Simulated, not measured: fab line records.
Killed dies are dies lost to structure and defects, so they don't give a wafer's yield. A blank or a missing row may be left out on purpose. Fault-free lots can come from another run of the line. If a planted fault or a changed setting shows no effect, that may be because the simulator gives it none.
A lot that was struck, set against a sound lot | flow ritCmos | 39 out of 202 route steps
Sound: these wafers, L393.1, L393.2, L393.5. Wafers L383.1, L383.2, L383.6 were the ones struck. At the end, the cause is stated.
For every step that has rows: the tool of each side, followed by ch and its chambers, followed by its first start. Under that, the readings that differ: sound wafers | struck wafers | difference of the means | sigmas: that difference in standard deviations of wafers without a fault.
alike: a reading whose means differ by less than 2 such deviations, as well as words and numbers matching on both sides. not compared: withheld readings; readings where some wafer has no value; bounds like >300 that might hide an equal value; numbers whose values overlap and for which the record gives no deviation.
The two part at a step that has a row with sigmas, a row that says differs or no value, or rows on one side only. Numbers that don't overlap but have no deviation are shown without sigmas and don't part them. A reading missing from all wafers of one side parts the sides only when that side holds two or more wafers.

first, 3 steps without rows for these wafers: RIT_GATE_EXPOSE_13 (exposes mask M6, target cd 150 nm); RIT_GATE_PEB_14; RIT_GATE_DEVELOP_15 (develop time 50 s).
RIT_GATE_CD_MEAS_16: the cd target is 150 nm.
  sound on cdSem-01 at day 6 23:32; struck on cdSem-02 at day 4 20:03
  alike: cdNm
RIT_GATE_OVL_MEAS_17:
  sound on overlay-02 at day 6 23:39; struck on overlay-02 at day 4 20:10
  alike: GATE_OVL
then, 1 step without rows for these wafers: RIT_GATE_HARDBAKE_18 (time 60 s).
RIT_GATE_ETCH_19: etches poly-Si in SF6/CHF3/O2, stops on SiO2, time 165 s, target depth 312.5 nm.
  sound on rieSi-02 ch 1,2, day 6 23:50; struck on rieSi-02 ch 1,3, day 4 20:22
  alike: drypumpMotorCurrentA, oesProductAu, rfFwdPowerW, throttleValvePct
  not compared: rfHoursCounterH
RIT_GATE_STRIP_20: strips in O2, time 180 s.
  sound on plasmaAsher-03 ch 0,1, day 6 23:56; struck on plasmaAsher-04 ch 0,1, day 4 20:28
  alike: drypumpMotorCurrentA
  not compared: rfHoursCounterH
RIT_GATE_CD_MEAS_90: the cd target is 150 nm.
  sound on cdSem-02 at day 7 00:07; struck on cdSem-01 at day 4 20:38
  alike: cdNm
then, 3 steps without rows for these wafers: RIT_REOX_CLEAN_00 (cleans in SC1, time 600 s); RIT_REOX_CLEAN_01 (cleans in dHF, time 30 s); RIT_REOX_CLEAN_02 (cleans in SC2, time 600 s).
RIT_REOX_OXIDATION_03: target thk 25.2 nm, ox time 5580 s.
  sound on furnace-03 ch 0, day 7 00:36; struck on furnace-01 ch 0, day 4 21:44
reading                                    | sound                | struck               | difference | sigmas
spikeTcCentreC (C)                         | 903.0 902.2 905.3    | 894.1 892.1 893.2    | -10.4      | -7
spikeTcSourceC (C)                         | 928.3 927.4 927.0    | 916.9 917.2 915.6    | -11.0      | -5
tubeCenterTempC (C)                        | 900.11 900.08 899.97 | 893.27 893.25 893.27 | -6.79      | -79
tube_center_temp_C_max                     | 902.4 903.0 901.8    | 895.5 895.7 895.7    | -6.8       | -17
model.SiO2_of_REOX_OXIDATION_03.thkNm (nm) | 24.09 24.18 23.33    | 22.73 22.8 22.98     | -1.03      | 
  alike: zonePowerSourcePct
RIT_REOX_THK_MEAS_04:
  sound on filmMetro-02 at day 7 03:09; struck on filmMetro-03 at day 5 00:17
  alike: REOX_OXIDE_THK
then, 6 steps without rows for these wafers: RIT_NLDD_HMDS_00 (prime time 60 s); RIT_NLDD_COAT_01 (resist thk 1000 nm); RIT_NLDD_SOFTBAKE_02 (time 60 s); RIT_NLDD_EXPOSE_03 (exposes mask M7, target cd 40700 nm); RIT_NLDD_PEB_04; RIT_NLDD_DEVELOP_05 (develop time 50 s).
RIT_NLDD_OVL_MEAS_06:
  sound on overlay-02 at day 7 04:08; struck on overlay-01 at day 5 01:16
  alike: NLDD_OVL
then, 2 steps without rows for these wafers: RIT_NLDD_HARDBAKE_07 (time 60 s); RIT_NLDD_IMPLANT_08.
RIT_NLDD_STRIP_09: strips in O2, time 180 s.
  sound on plasmaAsher-04 ch 0,1, day 7 04:38; struck on plasmaAsher-02 ch 0,1, day 5 01:37
  alike: drypumpMotorCurrentA
  not compared: rfHoursCounterH
RIT_NLDD_TW_MEAS_10:
  sound on filmMetro-03 at day 7 04:48; struck on filmMetro-03 at day 5 01:47
  alike: NLDD_TW
then, 6 steps without rows for these wafers: RIT_PLDD_HMDS_00 (prime time 60 s); RIT_PLDD_COAT_01 (resist thk 1000 nm); RIT_PLDD_SOFTBAKE_02 (time 60 s); RIT_PLDD_EXPOSE_03 (exposes mask M8, target cd 40900 nm); RIT_PLDD_PEB_04; RIT_PLDD_DEVELOP_05 (develop time 50 s).
RIT_PLDD_OVL_MEAS_06:
  sound on overlay-01 at day 7 05:50; struck on overlay-02 at day 5 02:49
  alike: PLDD_OVL
then, 2 steps without rows for these wafers: RIT_PLDD_HARDBAKE_07 (time 60 s); RIT_PLDD_IMPLANT_08.
RIT_PLDD_STRIP_09: strips in O2, time 180 s.
  sound on plasmaAsher-02 ch 0,1, day 7 06:10; struck on plasmaAsher-01 ch 0,1, day 5 03:09
  alike: drypumpMotorCurrentA
  not compared: rfHoursCounterH
RIT_PLDD_TW_MEAS_10:
  sound on filmMetro-04 at day 7 06:21; struck on filmMetro-04 at day 5 03:20
  alike: PLDD_TW
RIT_SPACER_CLEAN_00: cleans in SC1, time 600 s.
  sound on wetBench-02 ch 2, day 7 06:25; struck on wetBench-01 ch 0, day 5 03:23
reading                                    | sound             | struck            | difference | sigmas
model.SiO2_of_REOX_OXIDATION_03.thkNm (nm) | 22.25 22.34 21.55 | 20.94 21.02 21.19 | -1.00      | 
then, 1 step without rows for these wafers: RIT_SPACER_CLEAN_01 (cleans in dHF, time 30 s).
RIT_M1_PROBE_99:
  sound on prober-01 at day 7 19:53; struck on prober-01 at day 5 16:56
reading                          | sound             | struck            | difference | sigmas
model.etest.pmosTurned.rOnOhmUm  | 3354 3377 3224    | 3042 3052 3102    | -253       | 
model.etest.pldd.rsOhmSq         | 495.9 503.2 462.9 | 405 405.1 413.3   | -80        | 
model.etest.nldd.rsOhmSq         | 374.6 382.3 361.2 | 356 359.9 360.9   | -14        | 
model.etest.nmosTurned.driveUaUm | 329.8 337.3 354.3 | 361.4 356.9 355.1 | +17.3      | 
model.etest.pldd.lineOhmUm       | 155.5 159.1 144.8 | 127.6 127 129.8   | -25.0      | 
model.etest.pmosTurned.driveUaUm | 195.7 197.7 208   | 221.9 224.9 218.3 | +21.2      | 
  alike: killedAtContacts, killedAtFrontEnd, killedDies, killedOpen, killedShort
  not compared: model.etest.nldd.lineOhmUm, model.etest.nmosTurned.isubLog10AUm

WHERE THEY PART
Only at RIT_REOX_OXIDATION_03, within this record. Later steps at which nothing parts them and some readings are alike: RIT_REOX_THK_MEAS_04, RIT_NLDD_OVL_MEAS_06, RIT_NLDD_STRIP_09, RIT_NLDD_TW_MEAS_10, RIT_PLDD_OVL_MEAS_06, RIT_PLDD_STRIP_09, RIT_PLDD_TW_MEAS_10, RIT_M1_PROBE_99.

WHY: what the simulator had put in
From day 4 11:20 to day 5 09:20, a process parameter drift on furnace-01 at RIT_REOX_OXIDATION_03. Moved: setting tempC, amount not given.
